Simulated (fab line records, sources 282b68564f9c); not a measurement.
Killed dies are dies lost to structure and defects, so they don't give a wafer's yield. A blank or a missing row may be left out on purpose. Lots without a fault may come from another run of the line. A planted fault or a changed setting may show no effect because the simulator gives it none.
Problem report in the 8D (eight disciplines) form, filled by code | flow rit_cmos | the parts of the form that need people (team, actions taken, sign-off) are left out

1. THE PROBLEM
PSD_RS at RIT_SDANNEAL_RS_MEAS_04 reads a mean of 127.91 ohm/sq on 6 wafers of 2 lots; wafers without a fault read 115.98 ohm/sq with a standard deviation of 0.29. That is +41 standard deviations from the usual mean.
The step: measures by four-point-probe.
First seen on wafer L330.2, day 6 05:09, on film_metro-02. The record holds 42 wafers of 14 lots with a number at this step. Rule for "out", or "out of limits": more than 4 standard deviations from the usual mean. The other wafers with a number count as sound.

2. WHAT IT IS AND WHAT IT IS NOT
question                    | is                     | is not
which readings at this step | PSD_RS                 | -
which lots                  | L330, L332             | L315, L317, L319, L320, L321, L322, L323, L324, L326, L328, L331, L337
which wafers of those lots  | all that have a number | -
read on which gauges        | film_metro-02          | film_metro-01, film_metro-03
when                        | from day 6 05:09       | up to then (30 sound wafers); but 6 sound wafers of L331, L337 came after

3. SUSPECTS, AND WHAT RULES EACH OUT
Counting: a tool at a process step up to the reading stays a suspect if it ran every lot that is out and no sound lot after the first of them.
- the gauge at RIT_SDANNEAL_RS_MEAS_04: kept. All the wafers that are out were read on film_metro-02, and no step on other tools shows them out.
- rtp_anneal-02 at RIT_SDANNEAL_RTA_03 (time 5 s): kept. It ran every lot that is out, first L330 (day 6 05:05), and no sound lot after that; its last sound lot up to then is L323 (day 4 22:10).
Left after counting: rtp_anneal-02 at RIT_SDANNEAL_RTA_03, film_metro-02 at RIT_SDANNEAL_RS_MEAS_04.

4. THE CAUSE (what the simulator had put in)
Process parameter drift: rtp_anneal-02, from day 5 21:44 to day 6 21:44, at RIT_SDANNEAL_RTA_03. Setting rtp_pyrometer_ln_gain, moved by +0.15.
Counting left 2 suspects, and this tool is among them.

5. THE CHAIN OF EFFECTS, in route order
Each row: a reading whose mean over the struck wafers that have a number lies more than 3 standard deviations from the usual. Only readings for which the record gives a usual standard deviation are gone through. hours: the time from each lot's start at the first step in this table that gives one to its start at this step, as a median over the lots. sigmas: the change in usual standard deviations.
hours | step                    | reading | usual         | on struck wafers | change | sigmas
0     | RIT_SDANNEAL_RS_MEAS_04 | PSD_RS  | 115.98 ohm/sq | 127.91           | +11.93 | +41
0     | RIT_SDANNEAL_RS_MEAS_06 | PLDD_RS | 178.8 ohm/sq  | 191.2            | +12.4  | +25

6. WHAT WOULD HAVE CAUGHT IT SOONER
In this record the first reading out of limits at a measuring or inspecting step was taken at day 6 05:09, 7 hours after the fault began at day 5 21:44.
Of the tool readings at RIT_SDANNEAL_RTA_03 for which the record gives a usual standard deviation, none was out on any struck wafer, so an alarm limit of 4 standard deviations on them would not have fired.
Of the lots that are out (2), L332 began RIT_SDANNEAL_RTA_03 on rtp_anneal-02 after day 6 05:09. A hold on the tool at that time would have spared it.
